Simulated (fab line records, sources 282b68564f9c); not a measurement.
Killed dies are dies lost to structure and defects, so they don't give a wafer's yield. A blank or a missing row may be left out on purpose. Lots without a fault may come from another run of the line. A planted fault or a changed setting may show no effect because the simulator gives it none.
Problem report in the 8D (eight disciplines) form, filled by code | flow rit_cmos | the parts of the form that need people (team, actions taken, sign-off) are left out

1. THE PROBLEM
NLDD_TW at RIT_NLDD_TW_MEAS_10 reads a mean of 2668 on 6 wafers of 2 lots; wafers without a fault read 2502 with a standard deviation of 27. That is +6.1 standard deviations from the usual mean.
First seen on wafer L831.1, day 5 13:26, on film_metro-01. The record holds 42 wafers of 14 lots with a number at this step. Rule for "out", or "out of limits": more than 4 standard deviations from the usual mean. The other wafers with a number count as sound.

2. WHAT IT IS AND WHAT IT IS NOT
question                    | is                           | is not
which readings at this step | NLDD_TW                      | -
which lots                  | L831, L835                   | L824, L825, L826, L827, L828, L830, L832, L840, L842, L844, L846, L847
which wafers of those lots  | all that have a number       | -
read on which gauges        | film_metro-01, film_metro-02 | film_metro-03
when                        | from day 5 13:26             | up to then (18 sound wafers); but 18 sound wafers of L832, L840, L842, L844, L846, L847 came after

3. SUSPECTS, AND WHAT RULES EACH OUT
Counting: a tool at a process step up to the reading stays a suspect if it ran every lot that is out and no sound lot after the first of them.
- the gauge at RIT_NLDD_TW_MEAS_10: ruled out. The wafers that are out were read on 2 gauges (film_metro-01, film_metro-02).
- implanter-02 at RIT_NLDD_IMPLANT_08: kept. It ran every lot that is out, first L831 (day 5 13:07), and no sound lot after that; its last sound lot up to then is L830 (day 4 19:17). Its own readings are out on those wafers: dose_ions_cm2, faraday_current_uA.
Left after counting: implanter-02 at RIT_NLDD_IMPLANT_08.

4. THE CAUSE (what the simulator had put in)
Process parameter drift: implanter-02, from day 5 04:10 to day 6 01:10, at RIT_NLDD_IMPLANT_08. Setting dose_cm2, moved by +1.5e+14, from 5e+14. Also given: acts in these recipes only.
Counting left only this tool.

5. THE CHAIN OF EFFECTS, in route order
Each row: a reading whose mean over the struck wafers that have a number lies more than 3 standard deviations from the usual. Only readings for which the record gives a usual standard deviation are gone through. hours: the time from each lot's start at the first step in this table that gives one to its start at this step, as a median over the lots. sigmas: the change in usual standard deviations.
hours | step                    | reading            | usual        | on struck wafers | change | sigmas
0     | RIT_NLDD_IMPLANT_08     | dose_ions_cm2      | 5e+14        | 6e+14            | +1e+14 | +99 or more
0     | RIT_NLDD_IMPLANT_08     | faraday_current_uA | 1563         | 2001             | +438   | +14
0     | RIT_NLDD_TW_MEAS_10     | NLDD_TW            | 2502         | 2668             | +166   | +6.1
10    | RIT_SDANNEAL_RS_MEAS_07 | NLDD_RS            | 151.6 ohm/sq | 122.5            | -29.1  | -58
The process steps in it:
- RIT_NLDD_IMPLANT_08

6. WHAT WOULD HAVE CAUGHT IT SOONER
In this record the first reading out of limits at a measuring or inspecting step was taken at day 5 13:26, 9 hours after the fault began at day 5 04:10.
The tool's own readings at RIT_NLDD_IMPLANT_08 were out on every struck wafer that the step has a row for (dose_ions_cm2, faraday_current_uA): an alarm limit on them would have fired on the first of those.
Of the lots that are out (2), L835 began RIT_NLDD_IMPLANT_08 on implanter-02 after day 5 13:26. A hold on the tool at that time would have spared it.
